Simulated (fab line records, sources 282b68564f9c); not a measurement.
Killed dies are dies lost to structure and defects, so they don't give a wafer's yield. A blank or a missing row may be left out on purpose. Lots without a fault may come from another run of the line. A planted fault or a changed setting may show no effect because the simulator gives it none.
Which tool did it? | flow rit_cmos | 13 lots, 39 wafers sampled, at 2 steps of a route of 202

WHAT THE GAUGES READ, wafer by wafer
The record holds no reading of a measuring or inspecting step that can be judged against a usual standard deviation.

WHICH TOOL RAN EACH LOT (tool, then ch and the chambers of the sampled wafers, then the start)
lot  | RIT_ACTIVE_STRIP_14                 | RIT_M1_PROBE_99
L731 | plasma_asher-03 ch 0,1, day 1 16:25 | -
L734 | plasma_asher-01 ch 0,1, day 2 08:31 | -
L736 | plasma_asher-01 ch 1, day 2 19:18   | prober-02, day 4 20:11
L737 | plasma_asher-03 ch 1, day 2 20:58   | -
L738 | plasma_asher-01 ch 0,1, day 3 02:11 | prober-01, day 4 23:20
L739 | plasma_asher-01 ch 0,1, day 3 07:31 | prober-02, day 5 04:06
L740 | plasma_asher-02 ch 0,1, day 3 12:06 | -
L741 | plasma_asher-02 ch 0,1, day 3 16:59 | prober-02, day 5 12:46
L742 | plasma_asher-02 ch 0,1, day 3 21:59 | prober-01, day 5 18:07
L743 | plasma_asher-02 ch 0,1, day 4 03:05 | -
L744 | plasma_asher-02 ch 0,1, day 4 09:40 | -
L749 | plasma_asher-02 ch 0,1, day 5 09:24 | prober-02, day 7 12:20
L753 | plasma_asher-02 ch 0,1, day 6 05:33 | -
- RIT_ACTIVE_STRIP_14: strips in O2, time 180 s.
- RIT_M1_PROBE_99

WHAT THE TOOLS THEMSELVES READ (means of the sampled wafers that have a number; where no wafer has one, the mark that the record gives instead)
RIT_ACTIVE_STRIP_14.
lot  | tool            | chamber_pressure_mTorr (mTorr) | drypump_motor_current_A (A)
L731 | plasma_asher-03 | 3997                           | 5.99
L734 | plasma_asher-01 | 4002                           | 5.34
L736 | plasma_asher-01 | 4001                           | 4.97
L737 | plasma_asher-03 | 4002                           | 5.91
L738 | plasma_asher-01 | 4000                           | 5.35
L739 | plasma_asher-01 | 4004                           | 5.17
L740 | plasma_asher-02 | 3999                           | 5.55
L741 | plasma_asher-02 | 4003                           | 5.59
L742 | plasma_asher-02 | 4000                           | 5.58
L743 | plasma_asher-02 | 4005                           | 5.55
L744 | plasma_asher-02 | 4000                           | 5.58
L749 | plasma_asher-02 | 4001                           | 5.53
L753 | plasma_asher-02 | 3465                           | 5.54

RIT_M1_PROBE_99.
lot  | tool      | killed_at_contacts | killed_at_front_end | killed_dies | killed_open | killed_short
L736 | prober-02 | 0.0                | 5                   | 5           | 3.0         | 1.7
L738 | prober-01 | 0.0                | 5                   | 5           | 1.0         | 3.7
L739 | prober-02 | 0.0                | 3                   | 3           | 1.3         | 1.3
L741 | prober-02 | 0.0                | 8                   | 8           | 3.0         | 4.7
L742 | prober-01 | 0.0                | 8                   | 8           | 3.7         | 4.0
L749 | prober-02 | 0.0                | 10                  | 10          | 5.7         | 4.0

THE ANSWER, worked out from the rows above alone
Rule: what is usual is taken from the lots themselves. Put in order of their means at a reading, lots are off if they are a third of the lots or fewer, leave a main group of 4 or more, and stand apart from it by a gap of 3 or more times the standard deviation of the main group's means; of several such gaps the widest counts. A main group whose means are all the same, to the digits that the tables above print for the reading, isn't used. A lot without any number at a reading at which 4 lots or more have one is off too. The other lots that the step has rows for count as sound. The gauges are gone through in route order, then the tools' own readings, and for those a lot's mean is taken as printed above. The first step at which some lot is off is used, and at that step the reading that is off furthest; a lot without a number counts as furthest.
Off: L753, at RIT_ACTIVE_STRIP_14 (chamber_pressure_mTorr). The main group: mean 4001 mTorr, standard deviation 2.1.
A tool fits if, at that step or a process step before it, it ran every lot that is off, and no sound lot after the first of them. One fits: plasma_asher-02 at RIT_ACTIVE_STRIP_14. Its last sound lot is L749 (day 5 09:24), its first lot that is off L753 (day 6 05:33): a fault that began between those two fits.
The tool's own readings at RIT_ACTIVE_STRIP_14 bear it out: on the lots that are off they differ by more than 5 times the standard deviation of the sound lots' means. chamber_pressure_mTorr reads 3465 mTorr there against 4001 mTorr on the sound lots.

WHAT THE SIMULATOR HAD PUT IN
Process parameter drift: plasma_asher-02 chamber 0, from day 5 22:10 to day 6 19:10, at RIT_ACTIVE_STRIP_14. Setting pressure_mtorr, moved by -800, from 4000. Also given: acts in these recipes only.
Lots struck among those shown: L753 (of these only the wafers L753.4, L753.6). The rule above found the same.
